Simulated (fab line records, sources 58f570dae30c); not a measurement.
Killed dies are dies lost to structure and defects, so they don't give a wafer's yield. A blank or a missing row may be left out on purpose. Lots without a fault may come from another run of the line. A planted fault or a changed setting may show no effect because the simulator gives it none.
fab line records | flow berkeley_cmos170
record lots=14 wafers=42 last_day=11
route steps=331 shown PWELL@37 ACTIVE@74 PVT@123 PSD@181
lots that met no fault: from a run of the same line without faults
start_h: hours from the record's first day to the start of the lot's first wafer shown | wait_h: hours since the lot's step before | " the same as in the row above | L1.1+2: a row that stands for several wafers | - no value, or no start given | * or withheld: withheld | < > ~ a bound
route shown NAME@n: a module of which the file shows steps, and the number in the route of the first | usual: mean/standard deviation of fault-free wafers | same: alike in all rows | chamber/n: place in a boat | sites: the reading at each site | _std_site: their standard deviation | _edge_site: outer sites' mean less inner sites' | radius_mm: how far each site lies from the wafer's centre | mask NAME#n: copy n | behind: the tool/chamber that last shaped the wafer | hold: why the lot was held/for how many hours/how that ended | device: the transistor (n, p or np) that didn't switch | end of line: the same wafers' tests at the end of the route | a step without rows: its recipe alone | killed: dies lost to structure and defects at the first sort, not the wafer's yield | map: a wafer's dies, x killed, . not, _ none there
set.NAME: the setting as run; set.NAME@STEP: as run at that earlier step | model.NAME: the simulator's own value behind a step, which no gauge read
steps of the route over a sample of lots; a table a step, a row a wafer
services: from which hour (start_h, from the record's first day; less than 0 if before it) a tool's chamber was out of use, for how many hours, and why
## steps
# step UCB170_PWELL_THK_MEAS_03
# recipe reads=SiO2_of_PWELL_OXIDATION_02
# usual PWELL_OXIDE_THK=26.5/0.42
# columns lot.wafer tool chamber start_h wait_h PWELL_OXIDE_THK[nm]
L325.2 film_metro-03 - 65.78 0.0 26.2
L325.4 " - " " 26.0
L325.6 " - " " 26.1
L326.2 film_metro-02 - 65.78 0.0 27.5
L326.3 " - " " 27.4
L326.6 " - " " 27.5
L328.2 film_metro-04 - 69.63 0.0 26.9
L328.3 " - " " 26.7
L328.4 " - " " 26.3
L331.1 film_metro-03 - 76.91 0.0 26.5
L331.5 " - " " 26.5
L331.6 " - " " 26.5
L330.2 film_metro-03 - 79.61 0.0 26.6
L330.3 " - " " 26.7
L330.4 " - " " 26.6
L333.1 film_metro-02 - 97.17 0.0 27.0
L333.4 " - " " 27.0
L333.5 " - " " 27.1
L334.1 film_metro-03 - 108.05 0.0 26.5
L334.5 " - " " 26.6
L334.6 " - " " 26.6
L335.1 film_metro-04 - 117.61 0.0 26.4
L335.2 " - " " 26.1
L335.5 " - " " 26.4
L337.1 film_metro-04 - 121.96 0.0 26.9
L337.3 " - " " 26.7
L337.4 " - " " 26.5
L339.2 film_metro-02 - 121.97 0.0 27.2
L339.3 " - " " 27.1
L339.5 " - " " 27.0
L342.3 film_metro-02 - 138.10 0.0 26.1
L342.4 " - " " 26.3
L342.6 " - " " 25.7
L343.2 film_metro-03 - 144.78 0.0 26.4
L343.4 " - " " 26.2
L343.6 " - " " 26.2
L344.4 film_metro-02 - 144.80 0.0 26.4
L344.5 " - " " 26.4
L344.6 " - " " 25.9
L345.1 film_metro-04 - 151.62 0.0 26.2
L345.3 " - " " 26.4
L345.4 " - " " 26.5
# step UCB170_ACTIVE_OVL_MEAS_14
# usual ACTIVE_OVL=3/6
# columns lot.wafer tool chamber start_h wait_h ACTIVE_OVL[nm]
L328.2 overlay-02 - 110.05 0.1 -13
L328.3 " - " " 2
L328.4 " - " " -3
L326.2 overlay-02 - 110.23 0.1 5
L326.3 " - " " -4
L326.6 " - " " -1
L325.2 overlay-02 - 110.32 0.1 -2
L325.4 " - " " -2
L325.6 " - " " 2
L331.1 overlay-02 - 116.85 0.1 -6
L331.5 " - " " 3
L331.6 " - " " 5
L330.2 overlay-01 - 117.12 0.1 0
L330.3 " - " " -7
L330.4 " - " " 0
L333.1 overlay-02 - 131.71 0.1 1
L333.4 " - " " 5
L333.5 " - " " 6
L335.1 overlay-01 - 146.56 0.1 -2
L335.2 " - " " -5
L335.5 " - " " -3
L334.1 overlay-01 - 146.69 0.1 1
L334.5 " - " " 4
L334.6 " - " " -1
L337.1 overlay-01 - 158.14 0.1 9
L337.3 " - " " 7
L337.4 " - " " -3
L339.2 overlay-02 - 158.34 0.1 16
L339.3 " - " " 2
L339.5 " - " " 8
L343.2 overlay-01 - 178.13 0.1 10
L343.4 " - " " 15
L343.6 " - " " 13
L344.4 overlay-01 - 178.54 0.1 -3
L344.5 " - " " 1
L344.6 " - " " -3
L342.3 overlay-01 - 179.14 0.1 12
L342.4 " - " " 7
L342.6 " - " " 7
L345.1 overlay-02 - 184.55 0.1 -11
L345.3 " - " " -9
L345.4 " - " " -3
# step UCB170_PVT_STRIP_08
# recipe chemistry=O2 power_w=400 pressure_mtorr=3500 platen_temp_c=withheld o2_flow_sccm=400 overash_fraction=0.5
# usual chamber_pressure_mTorr=3500/3.3 drypump_motor_current_A=5.9/0.53 oes_product_au=0.735/0.0044 strip_time_to_endpoint_s=21.65/0.049
# columns lot.wafer tool chamber start_h wait_h chamber_pressure_mTorr drypump_motor_current_A oes_product_au rf_hours_counter_h strip_time_to_endpoint_s
L326.2 plasma_asher-03 1 142.53 0.1 3502 5.4 0.737 42 21.75
L326.3 " 0 " " 3495 5.1 0.733 - 21.69
L326.6 " 0 " " 3500 5.1 0.733 - 21.67
L325.2 plasma_asher-02 0 142.64 0.1 3497 6.4 0.732 3 21.66
L325.4 " 0 " " 3498 6.4 0.734 - 21.66
L325.6 " 1 " " 3501 5.5 0.734 - 21.68
L328.2 plasma_asher-04 1 142.81 0.1 3497 6.6 0.733 35 21.62
L328.3 " 1 " " 3496 6.6 0.737 - 21.61
L328.4 " 0 " " 3503 6.1 0.731 - 21.62
L330.2 plasma_asher-04 1 152.22 0.1 3504 6.6 0.736 36 21.68
L330.3 " 1 " " 3502 6.6 0.736 - 21.65
L330.4 " 0 " " 3500 6.1 0.742 - 21.72
L331.1 plasma_asher-02 0 152.37 0.1 3498 6.3 0.737 4 21.69
L331.5 " 1 " " 3501 5.5 0.732 - 21.62
L331.6 " 0 " " 3501 6.3 0.734 - 21.60
L333.1 plasma_asher-02 1 160.32 0.1 3499 5.5 0.727 5 21.67
L333.4 " 0 " " 3502 6.4 0.737 - 21.70
L333.5 " 0 " " 3500 6.4 0.738 - 21.62
L335.1 plasma_asher-02 0 178.37 0.1 3502 6.4 0.738 8 21.57
L335.2 " 1 " " 3505 5.5 0.730 8 21.58
L335.5 " 1 " " 3506 5.5 0.733 - 21.59
L334.1 plasma_asher-04 0 178.48 0.1 3504 6.0 0.736 40 21.72
L334.5 " 0 " " 3501 6.1 0.728 - 21.68
L334.6 " 1 " " 3498 6.6 0.731 - 21.66
L337.1 plasma_asher-04 0 188.67 0.1 - - - - -
L337.3 " 0 " " - - - - -
L337.4 " 1 " " - - - - -
L339.2 plasma_asher-04 1 188.89 0.1 - - - - -
L339.3 " 0 " " - - - - -
L339.5 " 0 " " - - - - -
L343.2 plasma_asher-04 1 212.50 0.1 3494 6.7 0.736 44 21.60
L343.4 " 0 " " 3498 6.0 0.738 - 21.65
L343.6 " 1 " " 3501 6.7 0.736 - 21.56
L344.4 plasma_asher-03 0 212.81 0.1 3494 5.1 0.736 - 21.75
L344.5 " 0 " " 3504 5.1 0.745 - 21.61
L344.6 " 1 " " 3504 5.4 0.737 - 21.68
L342.3 plasma_asher-03 0 213.13 0.1 3498 5.1 0.738 - 21.64
L342.4 " 1 " " 3505 5.5 0.738 - 21.67
L342.6 " 1 " " 3499 5.4 0.729 - 21.59
L345.1 plasma_asher-03 0 222.25 0.1 3496 5.1 0.728 49 21.62
L345.3 " 0 " " 3498 5.1 0.733 - 21.74
L345.4 " 1 " " 3499 5.4 0.739 - 21.71
# step UCB170_PSD_CD_MEAS_06
# recipe target_cd_nm=1200
# usual cd_nm=1199.7/1.4
# columns lot.wafer tool chamber start_h wait_h cd_nm
L326.2 cd_sem-01 - 161.71 - 1198.1
L326.3 " - " " 1199.4
L326.6 " - " " 1198.7
L328.2 cd_sem-01 - 161.91 - 1201.3
L328.3 " - " " 1201.9
L328.4 " - " " 1200.5
L325.2 cd_sem-01 - 164.06 - 1199.2
L325.4 " - " " 1200.7
L325.6 " - " " 1200.4
L331.1 cd_sem-02 - 169.71 - 1200.4
L331.5 " - " " 1199.4
L331.6 " - " " 1199.7
L330.2 cd_sem-02 - 170.21 - 1198.1
L330.3 " - " " 1198.7
L330.4 " - " " 1199.6
L333.1 cd_sem-02 - 184.45 - 1200.0
L333.4 " - " " 1201.2
L333.5 " - " " 1202.1
L334.1 cd_sem-01 - 202.77 - 1200.8
L334.5 " - " " 1202.0
L334.6 " - " " 1200.4
L335.1 cd_sem-02 - 203.15 - 1198.3
L335.2 " - " " 1198.6
L335.5 " - " " 1198.6
L343.2 cd_sem-02 - 236.10 - 1198.6
L343.4 " - " " 1199.1
L343.6 " - " " 1198.6
L342.3 cd_sem-02 - 236.36 - 1198.4
L342.4 " - " " 1198.6
L342.6 " - " " 1198.3
L344.4 cd_sem-02 - 236.50 - 1198.3
L344.5 " - " " 1199.6
L344.6 " - " " 1198.3
L345.1 cd_sem-01 - 245.83 - 1199.3
L345.3 " - " " 1199.3
L345.4 " - " " 1200.3
## services
# columns tool chamber start_h hours kind
plasma_asher-02 - 126.81 1.4 repair
plasma_asher-03 - 165.06 2.8 pm
plasma_asher-03 - 176.56 14.6 pm
plasma_asher-03 - 219.76 1.7 repair
## key
first_sign step=UCB170_PVT_STRIP_08 reading=tool_record direction=missing
effect none on later readings
met_at UCB170_PVT_STRIP_08
struck_lots L337,L339
later_rows_left_out L337.1,L337.3,L337.4,L339.2,L339.3,L339.5
sort_left_out L337.1,L337.3,L337.4,L339.2,L339.3,L339.5
tester_left_out L337,L339
not_acting_at UCB170_PWELL_THK_MEAS_03,UCB170_ACTIVE_OVL_MEAS_14,UCB170_PSD_CD_MEAS_06
onset_between 178.48 188.67
fault kind=skipped_step_whole tool=plasma_asher-04 chamber=- onset_h=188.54 steps=UCB170_PVT_STRIP_08 scope=struck_lots_only
# tester_left_out: of these lots the tester's yield and bins aren't shown, on N5 and GAA mostly nor the transistor test; their killed dies are dies lost to structure and defects alone, not to doping, threshold or leakage, so they don't give the yield
# sort_left_out: the simulated sort isn't trusted on such a fault, so these wafers' sort isn't shown, and their yield isn't known
# later_rows_left_out: the simulator's readings of these wafers behind a module that went badly wrong aren't trusted and aren't shown, but for the sort
